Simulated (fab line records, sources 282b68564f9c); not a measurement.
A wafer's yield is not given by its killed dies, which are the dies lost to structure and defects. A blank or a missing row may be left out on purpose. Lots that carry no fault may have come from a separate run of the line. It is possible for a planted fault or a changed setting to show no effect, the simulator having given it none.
Lot-split experiment :: flow rit cmos :: route with 202 steps; 5 lots, 23 wafers read

## ON THE SPLIT
At RIT_GATE_EXPOSE_13 (exposes mask M6, target cd 150 nm), the setting dose mj was moved away from the recipe's 380 on 7 of the 23 wafers read, by -4.1% to -2.6%. The other wafers ran this setting at the recipe's value.

## FROM THE SPLIT TO THE READING: what the file shows between them, 6 steps
- RIT_GATE_PEB_14
- RIT_GATE_DEVELOP_15: develop time 50 s
- RIT_GATE_CD_MEAS_16: target cd 150 nm
- RIT_GATE_HARDBAKE_18: time 60 s
- RIT_GATE_ETCH_19: etches poly-Si in SF6/CHF3/O2, stops on SiO2, time 165 s, target depth 312.5 nm
- RIT_GATE_STRIP_20: strips in O2, time 180 s (also split here: o2 flow sccm)

## THE READING
At RIT_GATE_CD_MEAS_90: cd nm in nanometres, against a target cd of 150 nm. Fault-free wafers of this fab line usually give 150.7 nm, standard deviation 1.4 nm.

wafer: L077.1
tool, chamber at the split: iline stepper-02, 0
dose mj as run: 380
against the recipe: recipe
cd nm, nm: 151.3
against lot-mates on the recipe: -

wafer: L077.4
tool, chamber at the split: iline stepper-02, 0
dose mj as run: 380
against the recipe: recipe
cd nm, nm: 152.9
against lot-mates on the recipe: -

wafer: L077.6
tool, chamber at the split: iline stepper-02, 0
dose mj as run: 380
against the recipe: recipe
cd nm, nm: 148.3
against lot-mates on the recipe: -

wafer: L078.2
tool, chamber at the split: iline stepper-01, 0
dose mj as run: 370.1
against the recipe: -2.6%
cd nm, nm: 166.5
against lot-mates on the recipe: +15.4

wafer: L078.3
tool, chamber at the split: iline stepper-01, 0
dose mj as run: 370.1
against the recipe: -2.6%
cd nm, nm: 164.8
against lot-mates on the recipe: +13.7

wafer: L078.4
tool, chamber at the split: iline stepper-01, 0
dose mj as run: 380
against the recipe: recipe
cd nm, nm: 152.1
against lot-mates on the recipe: -

wafer: L078.5
tool, chamber at the split: iline stepper-01, 0
dose mj as run: 380
against the recipe: recipe
cd nm, nm: 151.0
against lot-mates on the recipe: -

wafer: L078.6
tool, chamber at the split: iline stepper-01, 0
dose mj as run: 380
against the recipe: recipe
cd nm, nm: 150.1
against lot-mates on the recipe: -

wafer: L080.2
tool, chamber at the split: iline stepper-02, 0
dose mj as run: 380
against the recipe: recipe
cd nm, nm: 150.9
against lot-mates on the recipe: -

wafer: L080.3
tool, chamber at the split: iline stepper-02, 0
dose mj as run: 380
against the recipe: recipe
cd nm, nm: 149.9
against lot-mates on the recipe: -

wafer: L080.4
tool, chamber at the split: iline stepper-02, 0
dose mj as run: 380
against the recipe: recipe
cd nm, nm: 152.3
against lot-mates on the recipe: -

wafer: L080.5
tool, chamber at the split: iline stepper-02, 0
dose mj as run: 380
against the recipe: recipe
cd nm, nm: 151.5
against lot-mates on the recipe: -

wafer: L080.6
tool, chamber at the split: iline stepper-02, 0
dose mj as run: 380
against the recipe: recipe
cd nm, nm: 151.2
against lot-mates on the recipe: -

wafer: L081.1
tool, chamber at the split: iline stepper-01, 0
dose mj as run: 380
against the recipe: recipe
cd nm, nm: 153.7
against lot-mates on the recipe: -

wafer: L081.2
tool, chamber at the split: iline stepper-01, 0
dose mj as run: 380
against the recipe: recipe
cd nm, nm: 152.1
against lot-mates on the recipe: -

wafer: L081.3
tool, chamber at the split: iline stepper-01, 0
dose mj as run: 368.1
against the recipe: -3.1%
cd nm, nm: 167.8
against lot-mates on the recipe: +14.9

wafer: L081.4
tool, chamber at the split: iline stepper-01, 0
dose mj as run: 368.1
against the recipe: -3.1%
cd nm, nm: 168.6
against lot-mates on the recipe: +15.7

wafer: L081.5
tool, chamber at the split: iline stepper-01, 0
dose mj as run: 368.1
against the recipe: -3.1%
cd nm, nm: 168.2
against lot-mates on the recipe: +15.3

wafer: L083.1
tool, chamber at the split: iline stepper-01, 0
dose mj as run: 380
against the recipe: recipe
cd nm, nm: 150.4
against lot-mates on the recipe: -

wafer: L083.2
tool, chamber at the split: iline stepper-01, 0
dose mj as run: 364.6
against the recipe: -4.1%
cd nm, nm: 171.8
against lot-mates on the recipe: +22.3

wafer: L083.3
tool, chamber at the split: iline stepper-01, 0
dose mj as run: 380
against the recipe: recipe
cd nm, nm: 151.0
against lot-mates on the recipe: -

wafer: L083.4
tool, chamber at the split: iline stepper-01, 0
dose mj as run: 380
against the recipe: recipe
cd nm, nm: 147.2
against lot-mates on the recipe: -

wafer: L083.5
tool, chamber at the split: iline stepper-01, 0
dose mj as run: 364.6
against the recipe: -4.1%
cd nm, nm: 172.0
against lot-mates on the recipe: +22.5

THE FIT
A straight line over all 23 wafers: cd nm changes by -5.36 nm for each +1% of dose mj; r = -0.99; the points scatter about the line by 1.4 nm.
The same after taking each lot's own level away (the mean of its wafers on the recipe; 23 wafers): -5.29 nm for each +1%; r = -0.99; scatter 1.3 nm.
Per that fit: largest dose mj move, reading shift of 21 nm.
The span of the lots' own levels, 149.53 to 152.90 nm, comes to 2.4 times the standard deviation stated above.
So the lot-to-lot level changes the slope little: the two slopes agree.
Check: with one of the wafers moved furthest among these (-4.1%) left out of the fit, the line predicts +21.2 nm for it against its lot-mates. Against them it came out at +22.3 nm.

## THESE WAFERS: OTHER SPLITS
Note: prior to the reading, these wafers also went through further splits. Each is held against what the fit with the lots' levels taken away leaves over:
other split on the same wafers: RIT_ACTIVE_CVD_03 sih2cl2 flow sccm
wafers away from the commonest value: 18
r with cd nm (lot level and that fit taken away): -0.15

other split on the same wafers: RIT_NWELL_COAT_01 spin rpm
wafers away from the commonest value: 9
r with cd nm (lot level and that fit taken away): +0.19

other split on the same wafers: RIT_NWELL_IMPLANT_08 dose cm2
wafers away from the commonest value: 6
r with cd nm (lot level and that fit taken away): +0.13

other split on the same wafers: RIT_PWELL_SOFTBAKE_02 temp c
wafers away from the commonest value: 12
r with cd nm (lot level and that fit taken away): -0.12

other split on the same wafers: RIT_PWELL_HARDBAKE_07 temp c
wafers away from the commonest value: 6
r with cd nm (lot level and that fit taken away): -0.08

other split on the same wafers: RIT_PRETRO_HARDBAKE_07 temp c
wafers away from the commonest value: 7
r with cd nm (lot level and that fit taken away): +0.06

other split on the same wafers: RIT_PRETRO_IMPLANT_08 dose cm2
wafers away from the commonest value: 7
r with cd nm (lot level and that fit taken away): +0.43

other split on the same wafers: RIT_GATE_OXIDATION_05 ox time s
wafers away from the commonest value: 18
r with cd nm (lot level and that fit taken away): +0.20

other split on the same wafers: RIT_GATE_STRIP_20 o2 flow sccm
wafers away from the commonest value: 5
r with cd nm (lot level and that fit taken away): +0.22

## THE WHOLE CHAIN: every reading that the file lists as answering this split, in the file's order
step: RIT_GATE_CD_MEAS_16
what it does: target cd 150 nm
reading: cd nm
change (the file's fit): -5.4 nm for each +1% of the setting
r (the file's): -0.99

step: RIT_GATE_ETCH_19
what it does: etches poly-Si in SF6/CHF3/O2, stops on SiO2, time 165 s, target depth 312.5 nm
reading: GATE.cd nm (the simulator's own value, which no gauge read)
change (the file's fit): -5.38 nm for each +1% of the setting
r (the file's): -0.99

step: RIT_GATE_CD_MEAS_90
what it does: target cd 150 nm
reading: cd nm
change (the file's fit): -5.35 nm for each +1% of the setting
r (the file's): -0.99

step: RIT_M1_PROBE_99
what it does: 
reading: etest.pmos_0p15.r on ohm um (the simulator's own value, which no gauge read)
change (the file's fit): -135 for each +1% of the setting
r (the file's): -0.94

step: RIT_M1_PROBE_99
what it does: 
reading: etest.pmos turned.r on ohm um (the simulator's own value, which no gauge read)
change (the file's fit): -134 for each +1% of the setting
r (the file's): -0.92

step: RIT_M1_PROBE_99
what it does: 
reading: etest.nmos_0p3.r on ohm um (the simulator's own value, which no gauge read)
change (the file's fit): -26.3 for each +1% of the setting
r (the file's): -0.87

step: RIT_M1_PROBE_99
what it does: 
reading: etest.nmos_0p15.drive ua um (the simulator's own value, which no gauge read)
change (the file's fit): +19.5 for each +1% of the setting
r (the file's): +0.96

step: RIT_M1_PROBE_99
what it does: 
reading: etest.nmos_0p15.r on ohm um (the simulator's own value, which no gauge read)
change (the file's fit): -41.4 for each +1% of the setting
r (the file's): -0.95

## THE FILE'S OWN FIT
cd nm changes by -5.35 nm for each +1% of dose mj, r = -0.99.
